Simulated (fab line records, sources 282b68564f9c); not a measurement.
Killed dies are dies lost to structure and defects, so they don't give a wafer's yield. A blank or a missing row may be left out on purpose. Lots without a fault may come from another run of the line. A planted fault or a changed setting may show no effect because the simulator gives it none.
A struck lot beside a sound one | flow rit_cmos | 10 steps out of a route of 202
Sound: wafers L101.1, L101.4, L101.5. Struck: wafers L106.1, L106.3, L106.4. The cause comes at the end.
At each step with rows: each side's tool, then ch and its chambers, then its first start. Under that, the readings that differ: sound wafers | struck wafers | difference of the means | sigmas: that difference in standard deviations of wafers without a fault.
alike: readings whose means differ by less than 2 such deviations, and words and numbers that are the same on both sides. not compared: withheld readings, readings that some wafer has no value for, bounds like >300 that may hide the same value, and numbers for which the record gives no deviation and whose values overlap.
The two part at a step that has a row with sigmas, a row that says differs or no value, or rows on one side only. Numbers that don't overlap but have no deviation are shown without sigmas and don't part them. A reading that every wafer of one side lacks parts them only if that side has two wafers or more.

RIT_ACTIVE_BOW_MEAS_00:
  sound on film_metro-01, day 2 16:00; struck on film_metro-02, day 3 17:00
  alike: INCOMING_BOW
then, 1 step without rows for these wafers: RIT_ACTIVE_OXIDATION_01 (target thk 46.8 nm, ox time 3360 s).
RIT_ACTIVE_THK_MEAS_02:
  sound on film_metro-04, day 2 18:03; struck on film_metro-02, day 3 19:03
  alike: ACTIVE_OXIDE_THK
then, 1 step without rows for these wafers: RIT_ACTIVE_CVD_03 (deposits Si3N4 from SiH2Cl2/NH3, target thk 150 nm, time 1500 s).
RIT_ACTIVE_THK_MEAS_04:
  sound on film_metro-01, day 2 19:32; struck on film_metro-04, day 3 20:32
  alike: ACTIVE_NITRIDE_THK
then, 2 steps without rows for these wafers: RIT_ACTIVE_HMDS_05 (prime time 60 s); RIT_ACTIVE_COAT_06 (resist thk 1000 nm).
RIT_ACTIVE_SOFTBAKE_07: time 60 s.
  sound on litho_track-02 ch 0, day 2 19:53; struck on litho_track-01 ch 0, day 3 20:53
  reading                  | sound             | struck            | difference | sigmas
  heater_power_total_W (W) | 34.59 34.58 34.57 | 35.54 35.58 35.59 | +0.99      | +21
  plate_temp_C (C)         | 89.75 89.95 89.88 | 91.88 91.96 91.79 | +2.02      | +17
  alike: resist_line_temp_C
then, 1 step without rows for these wafers: RIT_ACTIVE_EXPOSE_08 (exposes mask M1, target cd 1400 nm).
RIT_M1_PROBE_99:
  sound on prober-02, day 4 14:51; struck on prober-01, day 5 17:43
  alike: killed_at_contacts, killed_at_front_end, killed_dies, killed_open, killed_short

WHERE THEY PART
Only at RIT_ACTIVE_SOFTBAKE_07, within this record. Later steps at which nothing parts them and some readings are alike: RIT_M1_PROBE_99.

WHY: what the simulator had put in
Process parameter drift: litho_track-01, from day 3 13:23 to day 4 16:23, at RIT_ACTIVE_SOFTBAKE_07. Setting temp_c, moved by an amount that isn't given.
